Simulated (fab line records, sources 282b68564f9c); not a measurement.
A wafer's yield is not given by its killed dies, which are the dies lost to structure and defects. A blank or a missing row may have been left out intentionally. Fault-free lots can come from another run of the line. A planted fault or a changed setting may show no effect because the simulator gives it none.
fab line records ; flow rit-cmos
record lots=7; wafers=21; last-day=7
route steps=202 shown NRETRO@60 PRETRO@64 GATE@75 M1@202
lots that met no fault: from a run of the same line without faults
start-h: hours from the record's opening day to when the first of the lot's shown wafers began ; wait-h: hours elapsed since this lot's preceding step ; " as in the row above ; L1.1+2: a row that stands for several wafers ; - value missing, or start not given ; * or withheld: withheld ; < > ~ a bound
route shown NAME@n: NAME is a module with steps in the file, n the number in the route of the first one ; usual: mean/standard deviation taken from wafers without a fault ; same: alike in all rows ; chamber/n: place in a boat ; sites: the reading at each site ; _std_site: standard deviation across them ; _edge_site: inner sites' mean taken away from outer sites' mean ; radius-mm: for every site, how far away it sits from the centre of the wafer ; mask NAME#n: copy n ; behind: the most recent tool/chamber to have shaped the wafer ; hold: reason for holding the lot/hours on hold/outcome of the hold ; device: names the non-switching transistor (n, p or np) ; end of line: the same wafers' tests at the end of the route ; a step with no rows: only its recipe ; killed: the dies lost at the first sort to structure and to defects; this is not the yield of the wafer ; map: a wafer's dies, x killed, . not, _ none there
set.NAME: the setting as run; set.NAME@STEP: as run at that earlier step ; model.NAME: the simulator's own value behind a step, which no gauge read
lots at some steps of the route; a table a step, a row a wafer
services: the hour from which a tool's chamber was out of use, counted from the record's first day as start-h (under 0 if before that day), plus the number of hours and why
## steps
# step RIT_NRETRO_HARDBAKE_07
# recipe resist=NOVOLAK; temp-c=140; time-s=120
# step RIT_NRETRO_IMPLANT_08
# recipe species=P; energy-kev=70; dose-cm2=1e+13; tilt-deg=7
# step RIT_NRETRO_STRIP_09
# recipe chemistry=O2; time-s=180; resist=NOVOLAK; platen-temp-c=withheld; power-w=500; pressure-mtorr=4000; o2-flow-sccm=4000
# usual drypump-motor-current-A=6.1/0.59
lot.wafer;tool;chamber;start-h;wait-h;drypump-motor-current-A;rf-hours-counter-h
L492.1;plasma-asher-02;1;46.33;0.1;4.9;37
L492.4;plasma-asher-02;1;46.33;0.1;4.9;-
L492.6;plasma-asher-02;1;46.33;0.1;4.9;-
L497.1;plasma-asher-04;1;71.43;0.1;6.6;28
L497.2;plasma-asher-04;0;71.43;0.1;5.9;28
L497.5;plasma-asher-04;1;71.43;0.1;6.6;-
L504.4;plasma-asher-02;1;106.53;0.1;4.9;-
L504.5;plasma-asher-02;0;106.53;0.1;6.7;-
L504.6;plasma-asher-02;1;106.53;0.1;4.9;-
L505.1;plasma-asher-04;1;111.89;0.1;6.5;31
L505.5;plasma-asher-04;1;111.89;0.1;6.6;-
L505.6;plasma-asher-04;0;111.89;0.1;5.9;-
L506.2;plasma-asher-02;0;115.76;0.1;6.8;44
L506.4;plasma-asher-02;1;115.76;0.1;4.9;-
L506.6;plasma-asher-02;0;115.76;0.1;6.8;-
L507.2;plasma-asher-02;1;119.09;0.1;4.9;44
L507.4;plasma-asher-02;1;119.09;0.1;4.9;-
L507.5;plasma-asher-02;1;119.09;0.1;4.9;-
L509.2;plasma-asher-04;0;130.05;0.1;5.9;33
L509.4;plasma-asher-04;1;130.05;0.1;6.6;-
L509.6;plasma-asher-04;1;130.05;0.1;6.6;-
# step RIT_NRETRO_TW_MEAS_10
# usual NRETRO_TW=1048/9.5
lot.wafer;tool;chamber;start-h;wait-h;NRETRO_TW
L492.1;film-metro-01;-;46.51;0.1;1058
L492.4;film-metro-01;-;46.51;0.1;1060
L492.6;film-metro-01;-;46.51;0.1;1057
L497.1;film-metro-03;-;71.61;0.1;1043
L497.2;film-metro-03;-;71.61;0.1;1040
L497.5;film-metro-03;-;71.61;0.1;1035
L504.4;film-metro-01;-;106.68;0.1;1053
L504.5;film-metro-01;-;106.68;0.1;1052
L504.6;film-metro-01;-;106.68;0.1;1058
L505.1;film-metro-01;-;112.06;0.1;1063
L505.5;film-metro-01;-;112.06;0.1;1057
L505.6;film-metro-01;-;112.06;0.1;1056
L506.2;film-metro-03;-;115.95;0.1;1034
L506.4;film-metro-03;-;115.95;0.1;1037
L506.6;film-metro-03;-;115.95;0.1;1035
L507.2;film-metro-03;-;119.27;0.1;1043
L507.4;film-metro-03;-;119.27;0.1;1044
L507.5;film-metro-03;-;119.27;0.1;1040
L509.2;film-metro-01;-;130.23;0.1;1061
L509.4;film-metro-01;-;130.23;0.1;1057
L509.6;film-metro-01;-;130.23;0.1;1057
# step RIT_PRETRO_HMDS_00
# recipe prime-time-s=60; prime-temp-c=140
# step RIT_PRETRO_COAT_01
# recipe resist=NOVOLAK; spin-rpm=2000; resist-thk-nm=1300
# step RIT_PRETRO_SOFTBAKE_02
# recipe resist=NOVOLAK; temp-c=90; time-s=60
# step RIT_PRETRO_EXPOSE_03
# recipe mask-id=M5; na=0.57; target-cd-nm=43700; dose-mj=250
# step RIT_PRETRO_PEB_04
# recipe resist=NOVOLAK; temp-c=withheld; time-s=withheld
# step RIT_PRETRO_DEVELOP_05
# recipe resist=NOVOLAK; develop-time-s=68; dev-temp-c=23
# step RIT_PRETRO_OVL_MEAS_06
# usual PRETRO_OVL=0.0/1.5
lot.wafer;tool;chamber;start-h;wait-h;PRETRO_OVL[nm]
L492.1;overlay-02;-;47.45;-;-1.3
L492.4;overlay-02;-;47.45;-;-0.1
L492.6;overlay-02;-;47.45;-;-0.3
L497.1;overlay-01;-;72.55;-;2.1
L497.2;overlay-01;-;72.55;-;-0.2
L497.5;overlay-01;-;72.55;-;-0.1
L504.4;overlay-01;-;107.89;-;0.2
L504.5;overlay-01;-;107.89;-;0.4
L504.6;overlay-01;-;107.89;-;2.5
L505.1;overlay-01;-;113.00;-;-0.4
L505.5;overlay-01;-;113.00;-;2.4
L505.6;overlay-01;-;113.00;-;0.0
L506.2;overlay-01;-;117.01;-;-0.5
L506.4;overlay-01;-;117.01;-;2.1
L506.6;overlay-01;-;117.01;-;0.6
L507.2;overlay-01;-;120.41;-;1.1
L507.4;overlay-01;-;120.41;-;0.6
L507.5;overlay-01;-;120.41;-;2.8
L509.2;overlay-02;-;131.47;-;-1.0
L509.4;overlay-02;-;131.47;-;-0.6
L509.6;overlay-02;-;131.47;-;-2.5
# step RIT_PRETRO_HARDBAKE_07
# recipe resist=NOVOLAK; temp-c=140; time-s=120
# step RIT_PRETRO_IMPLANT_08
# recipe species=B; energy-kev=45; dose-cm2=1.2e+13; tilt-deg=7
# usual beam-on-s=9.98/0.2; end-station-pressure-torr=5e-06/3e-07; faraday-current-uA=38.2/0.77
lot.wafer;tool;chamber;start-h;wait-h;beam-on-s;end-station-pressure-torr;faraday-current-uA
L492.1;implanter-04;0;47.73;0.2;9.84;5e-06;38.5
L492.4;implanter-04;0;47.73;0.2;10.00;5e-06;38.0
L492.6;implanter-04;0;47.73;0.2;10.01;4.9e-06;38.2
L497.1;implanter-02;0;72.83;0.2;10.12;4.8e-06;37.5
L497.2;implanter-02;0;72.83;0.2;10.17;4.8e-06;37.2
L497.5;implanter-02;0;72.83;0.2;9.90;4.9e-06;38.5
L504.4;implanter-02;0;108.23;0.2;12.20;9.73e-05;31.6
L504.5;implanter-02;0;108.23;0.2;11.58;9.79e-05;33.2
L504.6;implanter-02;0;108.23;0.2;12.13;8.7e-05;31.8
L505.1;implanter-02;0;113.29;0.2;12.26;9.26e-05;31.3
L505.5;implanter-02;0;113.29;0.2;11.97;9.43e-05;32.1
L505.6;implanter-02;0;113.29;0.2;12.07;9.53e-05;31.8
L506.2;implanter-03;0;117.32;0.2;9.82;5.4e-06;38.8
L506.4;implanter-03;0;117.32;0.2;9.72;4.9e-06;38.8
L506.6;implanter-03;0;117.32;0.2;9.98;5e-06;38.2
L507.2;implanter-02;0;120.72;0.2;11.67;9.19e-05;32.9
L507.4;implanter-02;0;120.72;0.2;12.08;0.0001011;31.7
L507.5;implanter-02;0;120.72;0.2;12.00;9.23e-05;32.1
L509.2;implanter-03;0;131.78;0.2;9.77;4.6e-06;38.9
L509.4;implanter-03;0;131.78;0.2;10.18;4.8e-06;37.5
L509.6;implanter-03;0;131.78;0.2;9.55;5e-06;39.6
# step RIT_PRETRO_STRIP_09
# recipe chemistry=O2; time-s=180; resist=NOVOLAK; platen-temp-c=withheld; power-w=500; pressure-mtorr=4000; o2-flow-sccm=4000
# usual drypump-motor-current-A=6.0/0.49
lot.wafer;tool;chamber;start-h;wait-h;drypump-motor-current-A;rf-hours-counter-h
L492.1;plasma-asher-02;1;47.88;0.1;4.9;37
L492.4;plasma-asher-02;0;47.88;0.1;6.8;-
L492.6;plasma-asher-02;1;47.88;0.1;4.9;-
L497.1;plasma-asher-01;1;72.98;0.1;6.0;41
L497.2;plasma-asher-01;0;72.98;0.1;6.1;41
L497.5;plasma-asher-01;0;72.98;0.1;6.1;-
L504.4;plasma-asher-01;0;108.37;0.1;6.1;-
L504.5;plasma-asher-01;1;108.37;0.1;6.0;-
L504.6;plasma-asher-01;0;108.37;0.1;6.1;-
L505.1;plasma-asher-01;1;113.44;0.1;6.0;46
L505.5;plasma-asher-01;0;113.44;0.1;6.1;-
L505.6;plasma-asher-01;1;113.44;0.1;6.0;-
L506.2;plasma-asher-02;1;117.44;0.1;4.9;44
L506.4;plasma-asher-02;0;117.44;0.1;6.8;-
L506.6;plasma-asher-02;0;117.44;0.1;6.7;-
L507.2;plasma-asher-03;1;120.84;0.1;5.8;0
L507.4;plasma-asher-03;1;120.84;0.1;5.8;-
L507.5;plasma-asher-03;1;120.84;0.1;5.8;-
L509.2;plasma-asher-01;0;131.90;0.1;6.1;48
L509.4;plasma-asher-01;1;131.90;0.1;6.0;-
L509.6;plasma-asher-01;1;131.90;0.1;6.0;-
# step RIT_PRETRO_TW_MEAS_10
# usual PRETRO_TW=475/4.5
lot.wafer;tool;chamber;start-h;wait-h;PRETRO_TW
L492.1;film-metro-03;-;48.06;0.1;471
L492.4;film-metro-03;-;48.06;0.1;468
L492.6;film-metro-03;-;48.06;0.1;474
L497.1;film-metro-02;-;73.16;0.1;469
L497.2;film-metro-02;-;73.16;0.1;472
L497.5;film-metro-02;-;73.16;0.1;473
L504.4;film-metro-02;-;108.51;0.1;499
L504.5;film-metro-02;-;108.51;0.1;500
L504.6;film-metro-02;-;108.51;0.1;503
L505.1;film-metro-02;-;113.62;0.1;501
L505.5;film-metro-02;-;113.62;0.1;497
L505.6;film-metro-02;-;113.62;0.1;503
L506.2;film-metro-03;-;117.63;0.1;472
L506.4;film-metro-03;-;117.63;0.1;473
L506.6;film-metro-03;-;117.63;0.1;471
L507.2;film-metro-02;-;121.03;0.1;503
L507.4;film-metro-02;-;121.03;0.1;505
L507.5;film-metro-02;-;121.03;0.1;503
L509.2;film-metro-04;-;132.09;0.1;477
L509.4;film-metro-04;-;132.09;0.1;479
L509.6;film-metro-04;-;132.09;0.1;475
# step RIT_GATE_WET_ETCH_00
# recipe chemistry=BOE; target=SiO2; target-depth-nm=56; time-s=60; dry=n2-spin; dilution=10:1; temp-c=21.5
# step RIT_M1_PROBE_99
# usual killed-at-contacts=0.1/0.28; killed-at-front-end=6.5/3; killed-dies=7/3; killed-open=3.2/2; killed-short=3.2/1.9
# same gross-dies=264; killed_at_M0_to_M3=0; killed_at_M4_up=0; killed-at-back-side=0; killed-at-other=0
lot.wafer;tool;chamber;start-h;wait-h;killed-at-contacts;killed-at-front-end;killed-dies;killed-open;killed-short;model.etest.nmos_0p3.r-on-ohm-um;model.etest.nmos-turned.drive-ua-um;model.etest.nmos_0p15.drive-ua-um;model.etest.nmos_0p3.drive-ua-um;model.etest.nmos-narrow.drive-ua-um;model.etest.retro-edge-nmos.off-log10-a-um;model.etest.nmos_0p15.off-log10-a-um;model.etest.diode-nplus-pwell.bv-v
L492.1;prober-02;-;75.49;0.1;0;4;4;1;3;2192;330.7;490;224.3;222.3;-9.202;-9.309;5.902
L492.4;prober-02;-;75.64;0.2;0;3;3;2;1;2261;307;463;214;211;-9.383;-9.497;5.906
L492.6;prober-02;-;75.74;0.2;0;7;7;3;4;2226;312.1;458.1;212.8;208.6;-9.83;-9.937;5.877
L497.1;prober-01;-;98.67;0.1;0;8;8;4;4;2151;333.4;464.6;225.6;223.4;-10.05;-10.14;5.892
L497.2;prober-01;-;98.72;0.1;0;7;7;5;2;2170;317.9;459.6;229;225.5;-10.28;-10.29;5.954
L497.5;prober-01;-;98.87;0.2;0;7;7;5;2;2131;332.9;461.1;230.2;227.6;-10.21;-10.27;5.946
L504.4;prober-02;-;134.07;0.2;0;4;4;3;1;2338;264.9;413.1;197;191.7;-11.19;-11.35;5.803
L504.5;prober-02;-;134.12;0.2;0;9;9;4;3;2341;270.2;416.5;199.1;195.1;-11.23;-11.27;5.825
L504.6;prober-02;-;134.17;0.2;0;4;4;0;4;2323;278.8;426.1;198.5;199.4;-10.88;-10.98;5.807
L505.1;prober-01;-;141.18;0.1;0;9;9;7;2;2252;294.9;452.9;210.3;217.3;-10.48;-10.6;5.732
L505.5;prober-01;-;141.38;0.2;0;13;13;7;6;2253;303.6;467.8;213.2;218.6;-10.13;-10.25;5.752
L505.6;prober-01;-;141.43;0.2;0;5;5;2;3;2209;308.9;462.6;215.8;219.2;-10.48;-10.53;5.745
L506.2;prober-02;-;142.73;0.1;0;8;8;5;3;2135;335.5;468.2;217.7;220.8;-10.09;-10.12;5.905
L506.4;prober-02;-;142.83;0.2;0;5;5;2;3;2158;336;472.8;221.6;221.3;-10.12;-10.1;5.854
L506.6;prober-02;-;142.93;0.2;0;8;8;5;3;2147;334.6;465.2;220.2;220.8;-10.13;-10.21;5.91
L507.2;prober-01;-;146.88;0.1;0;15;15;9;5;2268;280;420.8;201.3;203.4;-10.94;-11.17;5.796
L507.4;prober-01;-;146.98;0.2;0;5;5;4;1;2291;284.1;425.4;203.8;204.3;-10.8;-10.97;5.788
L507.5;prober-01;-;147.03;0.2;0;5;5;2;3;2287;279;418.4;201.2;204.5;-11.06;-11.24;5.813
L509.2;prober-01;-;160.11;0.1;0;3;3;0;3;2094;330.3;485.4;236.4;241.8;-10.05;-10.07;5.865
L509.4;prober-01;-;160.21;0.2;1;4;5;0;5;2169;319.9;471.1;233.1;240.3;-10.12;-10.22;5.871
L509.6;prober-01;-;160.31;0.2;0;10;10;7;3;2138;321;471;231.9;237.6;-10.03;-10.19;5.876
# killed by level:class
L492.1 GATE:geometric-particle:short=2 GATE:geometric-particle:open=1 REOX:geometric-particle:short=1
L492.4 GATE:geometric-particle:short=1 GATE:geometric-particle:open=1 SILICIDE:geometric-particle:open=1
L492.6 ACTIVE:geometric-particle:open=1 FOX1:geometric-particle:short=1 FOX1:geometric-particle:open=1 GATE:geometric-particle:short=1 REOX:geometric-particle:open=1 REOX:geometric-particle:short=1 SILICIDE:geometric-particle:short=1
L497.1 GATE:geometric-particle:open=3 GATE:geometric-particle:short=3 FOX2:geometric-particle:open=1 SILICIDE:geometric-particle:short=1
L497.2 GATE:geometric-particle:short=2 GATE:geometric-particle:open=2 SPACER:geometric-particle:open=2 FOX1:geometric-particle:open=1
L497.5 REOX:geometric-particle:open=2 FOX1:geometric-particle:open=1 GATE:geometric-particle:open=1 REOX:geometric-particle:short=1 SILICIDE:geometric-particle:open=1 SILICIDE:geometric-particle:short=1
L504.4 GATE:geometric-particle:open=2 FOX2:geometric-particle:open=1 GATE:geometric-particle:short=1
L504.5 GATE:geometric-particle:short=2 SILICIDE:geometric-particle:open=2 NSD:coat-microbubble-printed=2 FOX1:geometric-particle:open=1 GATE:geometric-particle:open=1 SPACER:geometric-particle:short=1
L504.6 GATE:geometric-particle:short=2 SPACER:geometric-particle:short=1 SILICIDE:geometric-particle:short=1
L505.1 GATE:geometric-particle:open=3 FOX1:geometric-particle:open=2 REOX:geometric-particle:open=2 GATE:geometric-particle:short=1 REOX:geometric-particle:short=1
L505.5 GATE:geometric-particle:open=3 GATE:geometric-particle:short=3 FOX1:geometric-particle:open=2 FOX1:geometric-particle:short=1 REOX:geometric-particle:short=1 REOX:geometric-particle:open=1 SPACER:geometric-particle:open=1 SILICIDE:geometric-particle:short=1
L505.6 FOX1:geometric-particle:short=1 GATE:geometric-particle:short=1 REOX:geometric-particle:open=1 SILICIDE:geometric-particle:open=1 SILICIDE:geometric-particle:short=1
L506.2 FOX1:geometric-particle:open=4 FOX1:geometric-particle:short=1 GATE:geometric-particle:open=1 REOX:geometric-particle:short=1 SILICIDE:geometric-particle:short=1
L506.4 FOX1:geometric-particle:short=1 FOX1:geometric-particle:open=1 GATE:geometric-particle:short=1 GATE:geometric-particle:open=1 REOX:geometric-particle:short=1
L506.6 FOX1:geometric-particle:short=3 FOX1:geometric-particle:open=2 GATE:geometric-particle:open=1 REOX:geometric-particle:open=1 SPACER:geometric-particle:open=1
L507.2 FOX1:geometric-particle:open=4 GATE:geometric-particle:open=3 FOX1:geometric-particle:short=2 GATE:geometric-particle:short=2 ACTIVE:geometric-particle:open=1 REOX:geometric-particle:short=1 SILICIDE:geometric-particle:open=1 NWELL:coat-microbubble-printed=1
L507.4 GATE:geometric-particle:open=3 FOX1:geometric-particle:open=1 FOX1:geometric-particle:short=1
L507.5 REOX:geometric-particle:short=2 GATE:geometric-particle:short=1 GATE:geometric-particle:open=1 REOX:geometric-particle:open=1
L509.2 REOX:geometric-particle:short=2 FOX1:geometric-particle:short=1
L509.4 GATE:geometric-particle:short=2 FOX1:geometric-particle:short=1 SPACER:geometric-particle:short=1 CONTACT:geometric-particle:short=1
L509.6 GATE:geometric-particle:open=3 FOX1:geometric-particle:open=2 GATE:geometric-particle:short=2 SPACER:geometric-particle:open=2 SPACER:geometric-particle:short=1
## services
tool;chamber;start-h;hours;kind
implanter-02;-;25.15;0.7;repair
implanter-04;-;27.00;2.8;repair
implanter-04;-;37.16;0.6;repair
implanter-02;-;41.72;3.7;repair
implanter-03;-;41.97;2.5;repair
implanter-04;-;47.88;2.1;pm
plasma-asher-02;-;50.39;3.1;repair
plasma-asher-04;-;78.37;17.6;repair
implanter-04;-;106.25;1.9;repair
plasma-asher-03;-;108.75;9.0;pm
plasma-asher-03;0;108.75;9.0;vent-cycle
plasma-asher-03;1;108.75;9.0;vent-cycle
plasma-asher-02;-;111.69;0.8;repair
implanter-03;-;113.44;3.2;repair
plasma-asher-03;0;117.75;-;clean
plasma-asher-03;1;117.75;-;clean
plasma-asher-01;-;122.12;4.2;pm
## key
first-sign step=RIT_PRETRO_IMPLANT_08; reading=end-station-pressure-torr; direction=up; sigmas=99+; usual=5e-06; struck=9.44e-05
effect step=RIT_PRETRO_IMPLANT_08; reading=beam-on-s; direction=up; sigmas=9.9; usual=9.98; struck=12.00
effect step=RIT_PRETRO_TW_MEAS_10; reading=PRETRO_TW; direction=up; sigmas=5.8; usual=475; struck=501
model-effect step=RIT_M1_PROBE_99; value=etest.nmos_0p3.r-on-ohm-um; without=2189; struck=2285
met-at RIT_PRETRO_IMPLANT_08
struck-wafers L504.4,L504.5,L504.6,L505.1,L505.5,L505.6,L507.2,L507.4,L507.5
tester-left-out L504,L505,L507
onset-between 72.83 108.23
fault kind=process-parameter-drift; tool=implanter-02; chamber=-; onset-h=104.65; steps=RIT_PRETRO_IMPLANT_08; channel=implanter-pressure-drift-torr; offset=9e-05; shape=step; end-h=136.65
fault kind=process-parameter-drift; tool=implanter-02; chamber=-; onset-h=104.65; steps=RIT_PRETRO_IMPLANT_08; channel=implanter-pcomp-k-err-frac; offset=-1; shape=step; end-h=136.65
# tester-left-out: of these lots the tester's yield and bins aren't shown, on N5 and GAA mostly nor the transistor test; their killed dies are dies lost to structure and defects alone, not to doping, threshold or leakage, so they don't give the yield
